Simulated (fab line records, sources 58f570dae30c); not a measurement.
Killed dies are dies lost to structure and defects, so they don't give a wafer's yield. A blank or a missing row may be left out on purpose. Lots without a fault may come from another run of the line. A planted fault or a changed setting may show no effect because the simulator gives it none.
Which tool did it? | flow berkeley_cmos170 | 14 lots, 42 wafers sampled, at 6 steps of a route of 331

WHAT THE GAUGES READ, wafer by wafer
UCB170_WELLDRIVE_THK_MEAS_02.
lot  | measured    | on            | WELLDRIVE_OXIDE_THK (nm)
L876 | day 4 10:42 | film_metro-04 | 205 204 202
L877 | day 4 10:43 | film_metro-02 | 204 205 203
L880 | day 5 08:23 | film_metro-02 | 203 204 205
L881 | day 5 08:23 | film_metro-01 | 199 199 200
L884 | day 5 13:23 | film_metro-01 | 199 200 205
L882 | day 5 13:23 | film_metro-02 | 202 203 200
L885 | day 6 01:49 | film_metro-04 | 194 195 195
L886 | day 6 01:50 | film_metro-02 | 201 198 201
L887 | day 6 13:27 | film_metro-04 | 199 194 193
L889 | day 6 18:48 | film_metro-01 | 195 195 194
L894 | day 8 01:20 | film_metro-04 | 199 200 199
L895 | day 8 01:23 | film_metro-02 | 201 198 196
L896 | day 8 01:23 | film_metro-04 | 206 206 202
L898 | day 9 03:11 | film_metro-02 | 204 201 203

UCB170_ACTIVE_CD_MEAS_90: target cd 1200 nm.
lot  | measured     | on        | cd_nm (nm)
L876 | day 5 09:58  | cd_sem-02 | 1199.0 1198.6 1198.7
L877 | day 5 09:31  | cd_sem-01 | 1200.5 1200.0 1200.7
L880 | day 6 09:11  | cd_sem-02 | 1198.6 1197.1 1199.0
L881 | day 6 09:27  | cd_sem-01 | 1199.8 1200.1 1200.1
L884 | day 6 15:12  | cd_sem-01 | 1201.2 1200.8 1201.2
L882 | day 6 14:55  | cd_sem-02 | 1199.7 1198.7 1199.3
L885 | day 7 00:47  | cd_sem-01 | 1199.5 1198.8 1199.2
L886 | day 7 00:44  | cd_sem-02 | 1200.0 1198.0 1198.7
L887 | day 7 13:01  | cd_sem-01 | 1199.7 1200.5 1199.8
L889 | day 7 12:47  | cd_sem-01 | 1201.4 1201.2 1201.9
L894 | day 9 09:27  | cd_sem-02 | 1202.0 1201.8 1201.8
L895 | day 9 09:43  | cd_sem-02 | 1200.9 1200.4 1200.5
L896 | day 9 09:20  | cd_sem-02 | 1199.9 1200.0 1199.7
L898 | day 10 03:41 | cd_sem-02 | 1198.4 1198.3 1199.1

UCB170_FIELD_THK_MEAS_90.
lot  | measured     | on            | FIELD_OXIDE_LEFT_1_THK (nm)
L876 | day 6 06:53  | film_metro-02 | 469 460 468
L877 | day 6 06:54  | film_metro-04 | 451 453 451
L880 | day 7 04:56  | film_metro-02 | 428 422 429
L881 | day 7 04:57  | film_metro-04 | 416 410 411
L884 | day 7 10:17  | film_metro-02 | 429 437 433
L882 | day 7 10:14  | film_metro-03 | 426 433 417
L885 | day 8 01:50  | film_metro-04 | 456 459 461
L886 | day 8 01:50  | film_metro-02 | 445 440 444
L887 | day 8 21:55  | film_metro-04 | 421 416 428
L889 | day 8 21:56  | film_metro-03 | 422 432 425
L894 | day 10 04:42 | film_metro-03 | 421 428 426
L895 | day 10 04:38 | film_metro-04 | 425 426 426
L896 | day 10 04:38 | film_metro-02 | 425 435 435
L898 | day 10 22:38 | film_metro-04 | 446 452 452

UCB170_NLDD_TW_MEAS_11.
lot  | measured     | on            | NLDD_TW
L876 | day 8 06:35  | film_metro-04 | 2243 2249 2239
L877 | day 8 06:02  | film_metro-01 | 2205 2214 2213
L880 | day 9 18:05  | film_metro-04 | 2217 2215 2205
L881 | day 9 18:49  | film_metro-04 | 2198 2213 2202
L884 | day 9 19:18  | film_metro-01 | 2198 2192 2200
L882 | day 9 19:22  | film_metro-04 | 2208 2214 2210
L885 | day 10 06:33 | film_metro-03 | 2222 2212 2219
L886 | day 10 06:39 | film_metro-01 | 2216 2219 2213
L887 | day 10 22:19 | film_metro-03 | 2334 2321 2318
L889 | day 10 21:40 | film_metro-04 | 2232 2237 2246
L894 | day 12 04:41 | film_metro-03 | 2325 2310 2319
L895 | day 12 04:37 | film_metro-04 | 2227 2230 2229
L896 | day 12 04:58 | film_metro-04 | 2223 2239 2244
L898 | day 12 19:28 | film_metro-04 | 2217 2234 2228

UCB170_SDANNEAL_RS_MEAS_05: measures by four-point-probe.
lot  | measured     | on            | NLDD_RS (ohm/sq)
L876 | day 8 23:05  | film_metro-01 | 617.1 616.7 617.4
L877 | day 8 23:06  | film_metro-04 | 615.4 617.1 617.9
L880 | day 10 09:37 | film_metro-01 | 614.3 616.1 615.7
L881 | day 10 09:05 | film_metro-03 | 615.8 616.9 617.2
L884 | day 10 09:23 | film_metro-04 | 617.5 617.8 616.0
L882 | day 10 10:05 | film_metro-04 | 617.1 617.6 617.4
L885 | day 10 19:14 | film_metro-04 | 616.8 620.9 618.7
L886 | day 10 19:04 | film_metro-01 | 617.1 616.5 616.1
L887 | day 11 10:49 | film_metro-01 | 580.8 580.0 578.0
L889 | day 11 10:32 | film_metro-04 | 617.1 617.1 616.3
L894 | day 12 17:04 | film_metro-01 | 576.9 577.8 576.9
L895 | day 12 16:35 | film_metro-01 | 615.2 614.8 614.4
L896 | day 12 17:04 | film_metro-04 | 615.5 617.1 618.8
L898 | day 13 12:11 | film_metro-03 | 616.6 614.5 616.2

WHICH TOOL RAN EACH LOT (tool, then ch and the chambers of the sampled wafers, then the start)
lot  | UCB170_NLDD_IMPLANT_08
L876 | implanter-03 ch 0, day 8 06:11
L877 | implanter-03 ch 0, day 8 05:39
L880 | implanter-02 ch 0, day 9 17:41
L881 | implanter-04 ch 0, day 9 18:26
L884 | implanter-03 ch 0, day 9 18:52
L882 | implanter-04 ch 0, day 9 18:59
L885 | implanter-04 ch 0, day 10 06:09
L886 | implanter-03 ch 0, day 10 06:16
L887 | implanter-03 ch 0, day 10 21:56
L889 | implanter-04 ch 0, day 10 21:18
L894 | implanter-03 ch 0, day 12 04:17
L895 | implanter-04 ch 0, day 12 04:13
L896 | implanter-04 ch 0, day 12 04:34
L898 | implanter-04 ch 0, day 12 19:04
- UCB170_NLDD_IMPLANT_08

WHAT THE TOOLS THEMSELVES READ (means of the sampled wafers that have a number; where no wafer has one, the mark that the record gives instead)
UCB170_NLDD_IMPLANT_08.
lot  | tool         | beam_energy_keV
L876 | implanter-03 | 29.993
L877 | implanter-03 | 29.993
L880 | implanter-02 | 29.995
L881 | implanter-04 | 29.993
L884 | implanter-03 | 29.996
L882 | implanter-04 | 30.007
L885 | implanter-04 | 29.990
L886 | implanter-03 | 30.000
L887 | implanter-03 | 40.507
L889 | implanter-04 | 30.005
L894 | implanter-03 | 40.498
L895 | implanter-04 | 29.994
L896 | implanter-04 | 30.006
L898 | implanter-04 | 29.988

THE ANSWER, worked out from the rows above alone
Rule: what is usual is taken from the lots themselves. Put in order of their means at a reading, lots are off if they are a third of the lots or fewer, leave a main group of 4 or more, and stand apart from it by a gap of 3 or more times the standard deviation of the main group's means; of several such gaps the widest counts. A main group whose means are all the same, to the digits that the tables above print for the reading, isn't used. A lot without any number at a reading at which 4 lots or more have one is off too. The other lots that the step has rows for count as sound. The gauges are gone through in route order, then the tools' own readings, and for those a lot's mean is taken as printed above. The first step at which some lot is off is used, and at that step the reading that is off furthest; a lot without a number counts as furthest.
Off: L887, L894, at UCB170_NLDD_TW_MEAS_11 (NLDD_TW). The main group: mean 2220, standard deviation 14.
A tool fits if, at a process step before that reading, it ran every lot that is off, and no sound lot after the first of them. The gauges at UCB170_NLDD_TW_MEAS_11 aren't tried: what is off there is off at UCB170_SDANNEAL_RS_MEAS_05 too, on other tools, and a gauge's error can't cause that. One fits: implanter-03 at UCB170_NLDD_IMPLANT_08. Its last sound lot is L886 (day 10 06:16), its first lot that is off L887 (day 10 21:56): a fault that began between those two fits.
The tool's own readings at UCB170_NLDD_IMPLANT_08 bear it out: on the lots that are off they differ by more than 5 times the standard deviation of the sound lots' means. beam_energy_keV reads 40.502 there against 29.997 on the sound lots.

WHAT THE SIMULATOR HAD PUT IN
Process parameter drift: implanter-03, from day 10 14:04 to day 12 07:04, at UCB170_NLDD_IMPLANT_08. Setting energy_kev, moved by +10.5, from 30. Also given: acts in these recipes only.
Lots struck among those shown: L887, L894. The rule above found the same.
